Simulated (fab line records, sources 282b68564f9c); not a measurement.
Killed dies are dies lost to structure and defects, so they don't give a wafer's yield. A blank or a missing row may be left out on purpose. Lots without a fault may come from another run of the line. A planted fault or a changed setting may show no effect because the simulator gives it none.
Chamber matching | flow rit_cmos | RIT_SPACER_ETCHBACK_05 on rie_diel-02: 4 sister chambers
The step etches Si3N4 in SF6/CHF3, stops on SiO2, target depth 250 nm, time 240 s. 14 wafers are shown with their chamber, then 7 later ones without.

WAFERS WITH THEIR CHAMBER
wafer  | chamber | drypump_motor_current_A (A) | throttle_valve_pct (%) | oes_product_au (a.u.)
L594.1 | 2       | 4.96                        | 10.35                  | 0.851
L594.3 | 3       | 5.33                        | 10.12                  | 0.845
L594.6 | 2       | 4.95                        | 10.32                  | 0.847
L597.4 | 1       | 5.51                        | 10.19                  | 0.828
L597.5 | 0       | 5.58                        | 10.07                  | 0.853
L597.6 | 3       | 5.33                        | 10.12                  | 0.836
L599.1 | 1       | 5.52                        | 10.20                  | 0.848
L599.3 | 3       | 5.33                        | 10.11                  | 0.848
L599.6 | 1       | 5.57                        | 10.18                  | 0.843
L600.1 | 2       | 4.96                        | 10.34                  | 0.854
L600.3 | 3       | 5.29                        | 10.12                  | 0.849
L600.5 | 1       | 5.56                        | 10.19                  | 0.848
L602.1 | 1       | 5.54                        | 10.19                  | 0.838
L602.4 | 2       | 4.96                        | 10.33                  | 0.842

SIGNATURES (means of the wafers above)
reading                 | chamber 0 | chamber 1 | chamber 2 | chamber 3 | scatter within a chamber
drypump_motor_current_A | 5.5800    | 5.5400    | 4.9575    | 5.3200    | 0.0197
throttle_valve_pct      | 10.0700   | 10.1900   | 10.3350   | 10.1175   | 0.0088
oes_product_au          | 0.85300   | 0.84100   | 0.84850   | 0.84450   | 0.00683
Rule: a wafer's distance from a chamber is the root of the sum, over the readings, of the square of ((its reading less the chamber's mean) divided by the reading's scatter). The wafer belongs to the nearest chamber; if the next one is less than 2 further off, it can't be placed. The scatter: the root of (the sum of the squares of (reading less its chamber's mean) over the shown wafers, divided by (wafers less chambers)).

WAFERS WITHOUT THEIR CHAMBER
wafer  | drypump_motor_current_A (A) | throttle_valve_pct (%) | oes_product_au (a.u.)
L602.6 | 5.53                        | 10.18                  | 0.843
L611.2 | 5.58                        | 10.19                  | 0.855
L611.4 | 5.33                        | 10.13                  | 0.851
L611.6 | 4.95                        | 10.35                  | 0.847
L615.2 | 5.31                        | 10.12                  | 0.846
L615.3 | 4.96                        | 10.34                  | 0.851
L615.4 | 5.57                        | 10.18                  | 0.854

WHICH CHAMBER EACH WENT THROUGH
wafer  | from the rows above | in truth
L602.6 | 1                   | 1
L611.2 | 1                   | 1
L611.4 | 3                   | 3
L611.6 | 2                   | 2
L615.2 | 3                   | 3
L615.3 | 2                   | 2
L615.4 | 1                   | 1
Placed correctly: 7 of 7. Can't be placed from these rows: 0. Placed wrongly: 0.
